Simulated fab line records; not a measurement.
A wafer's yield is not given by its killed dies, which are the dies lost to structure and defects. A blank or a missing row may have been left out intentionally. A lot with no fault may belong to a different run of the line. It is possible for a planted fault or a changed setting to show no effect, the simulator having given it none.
fab line records	flow ritCmos
[record] lots = 5	wafers = 15	lastDay = 7
route steps=202 shown PLDD@122 SPACER@125 NSD@131 PSD@142 SDANNEAL@153 M1@202
lots untouched by any fault: they come from a run of this same line in which no faults occurred
startH: the number of hours between the record's first day and the start of the first shown wafer of the lot	waitH: hours since the lot's step before	" as in the row above	L1.1+2: one row covering several wafers at once	- value missing, or start not given	* or withheld: withheld	< > ~ a bound
route shown NAME@n: names a module that has steps shown in the file, with the first one's number in the route	usual: the fault-free wafers' mean and standard deviation	same: alike in all rows	chamber/n: place in a boat	sites: the reading at each site	_std_site: how widely they spread, as a standard deviation	_edge_site: the outer-site mean with the inner-site mean subtracted	radiusMm: for every site, how far away it sits from the centre of the wafer	mask NAME#n: copy n	behind: the most recent tool/chamber to have shaped the wafer	hold: why the lot was held/for how many hours/how that ended	device: the transistor (n, p or np) that didn't switch	end of line: at the end of the route, the tests of the same wafers	a step with no rows: only its recipe	killed: not the wafer's yield, but the dies lost to structure and defects at the first sort	map: a wafer's dies, x killed, . not, _ none there
set.NAME: the run value of the setting; set.NAME@STEP: its run value at that earlier step	model.NAME: the simulator's own value behind a step, which no gauge read
lots at some steps of the route; a table a step, a row a wafer
services: when a tool's chamber went out of use (startH, in hours from the record's first day, below 0 if earlier), for how many hours, and the reason
[[steps]]
[step RIT_PLDD_IMPLANT_08]
[recipe] species = BF2	energyKev = 19.73	doseCm2 = 9e+14	tiltDeg = 7
[step RIT_PLDD_STRIP_09]
[recipe] chemistry = O2	timeS = 180	resist = NOVOLAK	platenTempC = withheld	powerW = 500	pressureMtorr = 4000	o2FlowSccm = 4000
[usual] drypumpMotorCurrentA = 5.9/0.69
lot.wafer	tool	chamber	startH	waitH	drypumpMotorCurrentA	rfHoursCounterH
L671.1	plasmaAsher-04	1	53.90	0.1	5.0	39
L671.2	"	0	"	"	6.6	39
L671.4	"	0	"	"	6.6	-
L680.1	plasmaAsher-04	0	104.03	0.1	6.6	44
L680.2	"	1	"	"	5.0	44
L680.4	"	0	"	"	6.6	-
L683.2	plasmaAsher-04	1	127.99	0.1	5.0	46
L683.4	"	0	"	"	6.6	-
L683.6	"	1	"	"	5.0	-
L691.2	plasmaAsher-04	0	160.44	0.1	6.5	51
L691.3	"	1	"	"	5.0	-
L691.4	"	0	"	"	6.6	-
L692.1	plasmaAsher-04	0	163.61	0.1	6.5	51
L692.5	"	1	"	"	5.0	-
L692.6	"	0	"	"	6.5	-
[step RIT_PLDD_TW_MEAS_10]
[usual] PLDD_TW = 2360/13
lot.wafer	tool	chamber	startH	waitH	PLDD_TW
L671.1	filmMetro-04	-	54.07	0.1	2372
L671.2	"	-	"	"	2358
L671.4	"	-	"	"	2366
L680.1	filmMetro-02	-	104.21	0.1	2339
L680.2	"	-	"	"	2337
L680.4	"	-	"	"	2337
L683.2	filmMetro-01	-	128.18	0.1	2374
L683.4	"	-	"	"	2372
L683.6	"	-	"	"	2357
L691.2	filmMetro-02	-	160.62	0.1	2340
L691.3	"	-	"	"	2342
L691.4	"	-	"	"	2343
L692.1	filmMetro-01	-	163.78	0.1	2351
L692.5	"	-	"	"	2359
L692.6	"	-	"	"	2351
[step RIT_SPACER_CLEAN_00]
[recipe] chemistry = SC1	mix = 3:3:50	timeS = 600	tempC = 75
[step RIT_SPACER_CLEAN_01]
[recipe] chemistry = dHF	dilution = 50:1	timeS = 30
[step RIT_SPACER_CLEAN_02]
[recipe] chemistry = SC2	mix = 3:3:50	timeS = 600	tempC = 75	dry = n2Spin
[step RIT_SPACER_CVD_03]
[recipe] material = Si3N4	targetThkNm = 250	tempC = 810	precursor = SiH2Cl2/NH3	timeS = 3300	pressureMtorr = 300	sih2cl2FlowSccm = 60	nh3FlowSccm = 150
[step RIT_SPACER_THK_MEAS_04]
[recipe] reads = Si3N4_of_SPACER_CVD_03
[usual] SPACER_NITRIDE_THK = 249.0/2.3
lot.wafer	tool	chamber	startH	waitH	SPACER_NITRIDE_THK[nm]
L671.1	filmMetro-02	-	56.70	0.0	250.3
L671.2	"	-	"	"	248.7
L671.4	"	-	"	"	248.6
L680.1	filmMetro-04	-	106.55	0.0	250.1
L680.2	"	-	"	"	250.2
L680.4	"	-	"	"	251.4
L683.2	filmMetro-04	-	130.52	0.0	248.6
L683.4	"	-	"	"	249.8
L683.6	"	-	"	"	248.5
L691.2	filmMetro-02	-	163.00	0.0	251.5
L691.3	"	-	"	"	251.8
L691.4	"	-	"	"	252.7
L692.1	filmMetro-04	-	166.16	0.0	249.1
L692.5	"	-	"	"	248.9
L692.6	"	-	"	"	247.8
[step RIT_SPACER_ETCHBACK_05]
[recipe] targetDepthA = 2500	SF6_flow_sccm = 30	CHF3_flow_sccm = 30	target = Si3N4	chemistry = SF6/CHF3	pressureMtorr = 40	rfW = 250	timeS = 240	stopOn = SiO2
[usual] SF6_flow_sccm = 29.99/0.087	drypumpMotorCurrentA = 5.9/0.42	oesProductAu = 0.847/0.015	throttleValvePct = 10.27/0.21
lot.wafer	tool	chamber	startH	waitH	SF6_flow_sccm	drypumpMotorCurrentA	oesProductAu	rfHoursCounterH	throttleValvePct
L671.1	rieDiel-01	0	56.76	0.1	29.96	6.1	0.846	92	10.55
L671.2	"	3	"	"	29.95	4.8	0.830	146	10.40
L671.4	"	2	"	"	30.00	5.4	0.846	2	10.00
L680.1	rieDiel-03	3	106.61	0.1	30.00	5.7	0.826	80	10.36
L680.2	"	0	"	"	30.07	6.5	0.831	2	10.10
L680.4	"	0	"	"	30.03	6.5	0.841	-	10.09
L683.2	rieDiel-03	2	130.57	0.0	29.95	5.8	0.870	146	10.52
L683.4	"	3	"	"	29.76	5.7	0.829	80	10.36
L683.6	"	2	"	"	29.99	5.8	0.856	-	10.53
L691.2	rieDiel-02	2	163.05	0.0	30.11	6.1	0.869	101	10.49
L691.3	"	0	"	"	30.00	5.5	0.858	112	10.43
L691.4	"	1	"	"	30.14	6.5	0.860	22	10.13
L692.1	rieDiel-03	1	166.22	0.1	30.00	6.0	0.834	1	9.93
L692.5	"	3	"	"	30.00	5.7	0.822	-	10.37
L692.6	"	2	"	"	29.86	5.8	0.857	-	10.51
[step RIT_NSD_HMDS_00]
[recipe] primeTimeS = 60	primeTempC = 140
[step RIT_NSD_COAT_01]
[recipe] resist = NOVOLAK	spinRpm = 3250	resistThkNm = 1000
[step RIT_NSD_SOFTBAKE_02]
[recipe] resist = NOVOLAK	tempC = 90	timeS = 60
[step RIT_NSD_EXPOSE_03]
[recipe] maskId = M9	na = 0.57	targetCdNm = 40700	doseMj = 250
lot.wafer	tool	chamber	startH	waitH	mask
L671.1+2+4	ilineStepper-02	0	57.48	0.2	M9#0
L680.1+2+4	ilineStepper-02	0	107.21	0.1	M9#0
L683.2+4+6	ilineStepper-02	0	131.19	0.1	M10#0
L691.2+3+4	ilineStepper-02	0	163.79	0.1	M9#0
L692.1+5+6	ilineStepper-01	0	166.84	0.1	M9#0
[step RIT_NSD_PEB_04]
[recipe] resist = NOVOLAK	tempC = withheld	timeS = withheld
[step RIT_NSD_DEVELOP_05]
[recipe] resist = NOVOLAK	developTimeS = 50	devTempC = 23
[step RIT_NSD_OVL_MEAS_06]
[usual] NSD_OVL = -0.1/1.1
lot.wafer	tool	chamber	startH	waitH	NSD_OVL[nm]
L671.1	overlay-01	-	58.06	-	-0.3
L671.2	"	-	"	"	-0.6
L671.4	"	-	"	"	0.6
L680.1	overlay-02	-	107.61	-	-0.3
L680.2	"	-	"	"	0.5
L680.4	"	-	"	"	1.4
L683.2	overlay-01	-	131.58	-	-
L683.4	"	-	"	"	-
L683.6	"	-	"	"	-
L691.2	overlay-01	-	164.35	-	1.5
L691.3	"	-	"	"	0.7
L691.4	"	-	"	"	0.1
L692.1	overlay-02	-	167.24	-	-1.2
L692.5	"	-	"	"	1.2
L692.6	"	-	"	"	1.2
[step RIT_NSD_HARDBAKE_07]
[recipe] resist = NOVOLAK	tempC = 140	timeS = 60
[step RIT_NSD_IMPLANT_08]
[recipe] species = P	energyKev = 25	doseCm2 = 1e+15	tiltDeg = 7
[step RIT_NSD_STRIP_09]
[recipe] chemistry = O2	timeS = 180	resist = NOVOLAK	platenTempC = withheld	powerW = 500	pressureMtorr = 4000	o2FlowSccm = 4000
[usual] drypumpMotorCurrentA = 6.2/0.51
lot.wafer	tool	chamber	startH	waitH	drypumpMotorCurrentA	rfHoursCounterH
L671.1	plasmaAsher-01	0	58.44	0.1	6.7	26
L671.2	"	1	"	"	5.7	26
L671.4	"	0	"	"	6.8	-
L680.1	plasmaAsher-01	1	107.95	0.1	5.8	31
L680.2	"	0	"	"	6.8	31
L680.4	"	1	"	"	5.8	-
L683.2	plasmaAsher-01	1	131.91	0.1	5.7	33
L683.4	"	0	"	"	6.8	-
L683.6	"	1	"	"	5.7	-
L691.2	plasmaAsher-02	0	164.79	0.1	6.5	52
L691.3	"	0	"	"	6.5	-
L691.4	"	1	"	"	6.8	-
L692.1	plasmaAsher-03	1	167.58	0.1	5.4	6
L692.5	"	0	"	"	5.9	-
L692.6	"	1	"	"	5.5	-
[step RIT_NSD_TW_MEAS_10]
[usual] NSD_TW = 3143/16
lot.wafer	tool	chamber	startH	waitH	NSD_TW
L671.1	filmMetro-01	-	58.61	0.1	3132
L671.2	"	-	"	"	3140
L671.4	"	-	"	"	3114
L680.1	filmMetro-01	-	108.12	0.1	3133
L680.2	"	-	"	"	3168
L680.4	"	-	"	"	3158
L683.2	filmMetro-02	-	132.09	0.1	30
L683.4	"	-	"	"	30
L683.6	"	-	"	"	30
L691.2	filmMetro-01	-	164.97	0.1	3132
L691.3	"	-	"	"	3132
L691.4	"	-	"	"	3134
L692.1	filmMetro-04	-	167.75	0.1	3150
L692.5	"	-	"	"	3158
L692.6	"	-	"	"	3158
[step RIT_PSD_HMDS_00]
[recipe] primeTimeS = 60	primeTempC = 141.1
[step RIT_PSD_COAT_01]
[recipe] resist = NOVOLAK	spinRpm = 3250	resistThkNm = 1000
[step RIT_PSD_SOFTBAKE_02]
[recipe] resist = NOVOLAK	tempC = 90	timeS = 60
[step RIT_PSD_EXPOSE_03]
[recipe] maskId = M10	na = 0.57	targetCdNm = 40900	doseMj = 250
[step RIT_PSD_PEB_04]
[recipe] resist = NOVOLAK	tempC = withheld	timeS = withheld
[step RIT_PSD_DEVELOP_05]
[recipe] resist = NOVOLAK	developTimeS = 50	devTempC = 23
[step RIT_PSD_OVL_MEAS_06]
[usual] PSD_OVL = -1.4/1.4
lot.wafer	tool	chamber	startH	waitH	PSD_OVL[nm]
L671.1	overlay-01	-	59.63	-	-4.4
L671.2	"	-	"	"	-3.2
L671.4	"	-	"	"	-5.2
L680.1	overlay-01	-	109.07	-	-3.5
L680.2	"	-	"	"	-0.8
L680.4	"	-	"	"	-3.0
L683.2	overlay-01	-	133.22	-	-2.2
L683.4	"	-	"	"	-2.1
L683.6	"	-	"	"	0.4
L691.2	overlay-01	-	165.95	-	-0.7
L691.3	"	-	"	"	-2.5
L691.4	"	-	"	"	-2.7
L692.1	overlay-01	-	169.01	-	-1.2
L692.5	"	-	"	"	-1.2
L692.6	"	-	"	"	-0.5
[step RIT_PSD_HARDBAKE_07]
[recipe] resist = NOVOLAK	tempC = 140	timeS = 60
[step RIT_PSD_IMPLANT_08]
[recipe] species = BF2	energyKev = 27.24	doseCm2 = 5e+15	tiltDeg = 7
[step RIT_PSD_STRIP_09]
[recipe] chemistry = O2	timeS = 180	resist = NOVOLAK	platenTempC = withheld	powerW = 500	pressureMtorr = 4000	o2FlowSccm = 4000
[usual] drypumpMotorCurrentA = 6.3/0.59
lot.wafer	tool	chamber	startH	waitH	drypumpMotorCurrentA	rfHoursCounterH
L671.1	plasmaAsher-02	0	59.96	0.1	6.5	41
L671.2	"	1	"	"	6.8	41
L671.4	"	1	"	"	6.8	-
L680.1	plasmaAsher-02	1	109.62	0.1	6.8	46
L680.2	"	0	"	"	6.5	46
L680.4	"	1	"	"	6.8	-
L683.2	plasmaAsher-04	1	133.55	0.1	5.0	47
L683.4	"	1	"	"	5.0	-
L683.6	"	0	"	"	6.6	-
L691.2	plasmaAsher-02	1	166.28	0.1	6.8	52
L691.3	"	1	"	"	6.8	-
L691.4	"	0	"	"	6.5	-
L692.1	plasmaAsher-01	0	169.34	0.1	6.7	38
L692.5	"	1	"	"	5.8	-
L692.6	"	0	"	"	6.8	-
[step RIT_PSD_TW_MEAS_10]
[usual] PSD_TW = 3459/20
lot.wafer	tool	chamber	startH	waitH	PSD_TW
L671.1	filmMetro-01	-	60.14	0.1	3436
L671.2	"	-	"	"	3466
L671.4	"	-	"	"	3424
L680.1	filmMetro-02	-	109.79	0.1	3420
L680.2	"	-	"	"	3429
L680.4	"	-	"	"	3444
L683.2	filmMetro-04	-	133.74	0.1	3679
L683.4	"	-	"	"	3674
L683.6	"	-	"	"	3698
L691.2	filmMetro-02	-	166.47	0.1	3420
L691.3	"	-	"	"	3432
L691.4	"	-	"	"	3436
L692.1	filmMetro-02	-	169.52	0.1	3438
L692.5	"	-	"	"	3450
L692.6	"	-	"	"	3433
[step RIT_SDANNEAL_CLEAN_00]
[recipe] chemistry = SC1	mix = 3:3:50	timeS = 600	tempC = 75
[step RIT_M1_PROBE_99]
[usual] killedAtContacts = 0.1/0.28	killedAtFrontEnd = 7.1/2.8	killedDies = 7.1/2.9	killedOnRim = 1.9/1.5	killedOpen = 3.4/2	killedShort = 3.6/2.1
[same] grossDies = 264	killed_at_M0_to_M3 = 0	killed_at_M4_up = 0	killedAtBackSide = 0	killedAtOther = 0
lot.wafer	tool	chamber	startH	waitH	killedAtContacts	killedAtFrontEnd	killedDies	killedOnRim	killedOpen	killedShort
L683.2	prober-02	-	141.69	0.1	0	264	264	70	4	1
L683.4	prober-02	-	141.79	0.2	2	262	264	70	4	7
L683.6	prober-02	-	141.89	0.2	0	264	264	70	1	3
L691.2	prober-01	-	175.05	0.1	0	1	1	0	1	0
L691.3	prober-01	-	175.10	0.2	0	3	3	0	2	1
L691.4	prober-01	-	175.15	0.2	0	7	7	1	3	4
L692.1	prober-01	-	178.95	0.1	0	13	13	4	11	2
L692.5	prober-01	-	179.15	0.2	0	9	9	5	2	7
L692.6	prober-01	-	179.20	0.2	0	3	3	0	0	3
// killed by level:class
L683.2 NSD:areaExpose=259 FOX1:geometricParticle:open=4 GATE:geometricParticle:short=1
L683.4 NSD:areaExpose=253 FOX1:geometricParticle:short=3 SPACER:geometricParticle:open=2 FOX1:geometricParticle:open=1 GATE:geometricParticle:short=1 REOX:geometricParticle:short=1 SPACER:geometricParticle:short=1 CONTACT:geometricParticle:open=1
L683.6 NSD:areaExpose=260 FOX1:geometricParticle:short=3 REOX:geometricParticle:open=1
L691.2 FOX1:geometricParticle:open=1
L691.3 GATE:geometricParticle:open=2 SILICIDE:geometricParticle:short=1
L691.4 GATE:geometricParticle:open=3 GATE:geometricParticle:short=2 SPACER:geometricParticle:short=1 SILICIDE:geometricParticle:short=1
L692.1 FOX1:geometricParticle:open=4 SPACER:geometricParticle:open=4 GATE:geometricParticle:open=2 FOX1:geometricParticle:short=1 SILICIDE:geometricParticle:short=1 SILICIDE:geometricParticle:open=1
L692.5 FOX1:geometricParticle:short=2 SPACER:geometricParticle:short=2 FOX2:geometricParticle:open=1 FOX2:geometricParticle:short=1 GATE:geometricParticle:short=1 SPACER:geometricParticle:open=1 SILICIDE:geometricParticle:short=1
L692.6 GATE:geometricParticle:short=2 FOX1:geometricParticle:short=1
// map L683.2 (x killed, . not)
________xxxxxxx_______
_____xxxxxxxxxxxxx____
____xxxxxxxxxxxxxxx___
___xxxxxxxxxxxxxxxxx__
__xxxxxxxxxxxxxxxxxxx_
__xxxxxxxxxxxxxxxxxxx_
_xxxxxxxxxxxxxxxxxxxxx
_xxxxxxxxxxxxxxxxxxxxx
_xxxxxxxxxxxxxxxxxxxxx
_xxxxxxxxxxxxxxxxxxxxx
__xxxxxxxxxxxxxxxxxxx_
__xxxxxxxxxxxxxxxxxxx_
___xxxxxxxxxxxxxxxxx__
____xxxxxxxxxxxxxxx___
_____xxxxxxxxxxxxx____
________xxxxxxx_______
// map L671.2 (x killed, . not)
________......._______
_____.........xx..____
____...............___
___.......x.........__
__..................._
__.......x..........._
_.....................
_.....................
_.....................
_..x..................
__......x............_
__..................._
___.............x...__
____x..............___
_____.............____
________......._______
[[services]]
tool	chamber	startH	hours	kind
rieDiel-01	1	31.07	10.5	repair
ilineStepper-02	-	31.61	1.7	pm
ilineStepper-02	-	50.96	2.1	pm
ilineStepper-02	-	53.04	-	consumableReplace:lamp
rieDiel-02	0	61.71	13.8	repair
plasmaAsher-03	-	67.92	1.6	repair
rieDiel-01	2	72.70	12.5	repair
rieDiel-01	1	72.79	3.0	repair
rieDiel-03	-	86.39	1.6	repair
rieDiel-03	3	89.75	6.1	repair
rieDiel-03	-	91.46	0.5	repair
ilineStepper-01	-	91.69	4.4	pm
plasmaAsher-03	-	108.75	9.0	pm
rieDiel-02	2	118.60	12.6	repair
rieDiel-02	-	122.05	0.5	repair
plasmaAsher-04	-	125.04	1.7	repair
plasmaAsher-02	-	126.86	2.8	pm
rieDiel-01	-	129.44	4.3	pm
plasmaAsher-01	-	132.82	4.3	pm
ilineStepper-02	-	137.13	2.0	repair
rieDiel-01	0	137.90	23.8	repair
ilineStepper-02	-	164.68	11.7	repair
rieDiel-02	2	165.60	6.9	repair
rieDiel-02	-	166.32	2.8	pm
[[key]]
[firstSign] step = RIT_NSD_EXPOSE_03	reading = mask	direction = changed
[effect] step = RIT_NSD_OVL_MEAS_06	reading = NSD_OVL	direction = missing
[effect] step = RIT_NSD_TW_MEAS_10	reading = NSD_TW	direction = down	sigmas = 99+	usual = 3143	struck = 30
[effect] step = RIT_PSD_TW_MEAS_10	reading = PSD_TW	direction = up	sigmas = 11	usual = 3459	struck = 3683
[effect] step = RIT_M1_PROBE_99	reading = killedAtFrontEnd	direction = up	sigmas = 90	usual = 7.1	struck = 263.3
[moreKillsBornAt] RIT_NSD_EXPOSE_03@ilineStepper-02 = 772
metAt RIT_NSD_EXPOSE_03
struckWafers L683.2,L683.4,L683.6
testerLeftOut L683
onsetBetween 107.21 131.19
[fault] kind = wrongMask	tool = any	chamber = -	onsetH = 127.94	steps = RIT_NSD_EXPOSE_03	auxCopy = M10#0	scope = struckLotsOnly
// testerLeftOut: of these lots the tester's yield and bins aren't shown, on N5 and GAA mostly nor the transistor test; their killed dies are dies lost to structure and defects alone, not to doping, threshold or leakage, so they don't give the yield
